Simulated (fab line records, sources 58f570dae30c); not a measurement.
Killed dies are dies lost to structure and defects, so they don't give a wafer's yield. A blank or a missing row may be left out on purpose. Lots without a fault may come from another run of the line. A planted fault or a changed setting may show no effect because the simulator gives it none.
One fault seen from 2 desks | flow berkeley_cmos170 | each desk has only its own numbers; what lay behind them comes last

THE TOOL OWNER'S DESK: rie_diel-02
The tool's own readings at UCB170_V1_ETCH_14 (etches SiO2 in CHF3/CF4/Ar, stops on Al, target depth 1250 nm, time 291 s): means of the sampled wafers that have a number, for each lot that ran on this tool. A lot is out of limits, marked OUT, if its mean lies more than 4 standard deviations from the usual mean; the brackets give that distance.
Columns: A = drypump_motor_current_A at UCB170_V1_ETCH_14, usual 5.6 A; B = mfc_ar_sccm at UCB170_V1_ETCH_14, usual 150.0 sccm; C = oes_product_au at UCB170_V1_ETCH_14, usual 0.867 a.u.; D = throttle_valve_pct at UCB170_V1_ETCH_14, usual 7.02 %
lot  | first seen here | A   | B     | C     | D
L303 | day 7 17:37     | 5.9 | 150.2 | 0.869 | 7.08
L304 | day 8 14:04     | 5.8 | 150.1 | 0.860 | 6.94
L319 | day 11 19:14    | 6.0 | 149.8 | 0.861 | 6.92
L322 | day 12 02:40    | 5.9 | 150.2 | 0.872 | 6.98
This desk's finding: nothing out of limits on any of the 4 lots.

THE METROLOGY DESK
What the gauges read, lot by lot, whatever tool the lot ran on: means of the sampled wafers that have a number. A lot is out of limits, marked OUT, if its mean lies more than 4 standard deviations from the usual mean; the brackets give that distance.
Columns: A = V1_POLISHED_THK at UCB170_V1_THK_MEAS_04, usual 999.8 nm; B = M2_AL_RS at UCB170_M2_RS_MEAS_02, usual 0.0322 ohm/sq
lot  | first seen here | A      | B
L300 | day 7 03:41     | 1000.1 | 0.0325
L301 | day 7 16:14     | 998.4  | 0.0321
L303 | day 7 16:14     | 1000.4 | 0.0322
L302 | day 7 16:32     | 999.2  | 0.0317
L304 | day 8 12:50     | 1000.5 | 0.0324
L311 | day 10 01:43    | 1000.0 | 0.0329
L314 | day 10 14:32    | 998.6  | 0.0322
L317 | day 11 04:17    | 999.4  | 0.0321
L316 | day 11 04:35    | 999.1  | 0.0324
L319 | day 11 17:31    | 1000.3 | 0.0321
L320 | day 12 00:57    | 1002.4 | 0.0324
L322 | day 12 01:14    | 1000.9 | 0.0328
L321 | day 12 01:16    | 1001.0 | 0.0321
This desk's finding: nothing out of limits on any of the 13 lots.

PUT TOGETHER
The tool owner's desk saw nothing out of limits.
The metrology desk saw nothing out of limits.

WHAT THE SIMULATOR HAD PUT IN
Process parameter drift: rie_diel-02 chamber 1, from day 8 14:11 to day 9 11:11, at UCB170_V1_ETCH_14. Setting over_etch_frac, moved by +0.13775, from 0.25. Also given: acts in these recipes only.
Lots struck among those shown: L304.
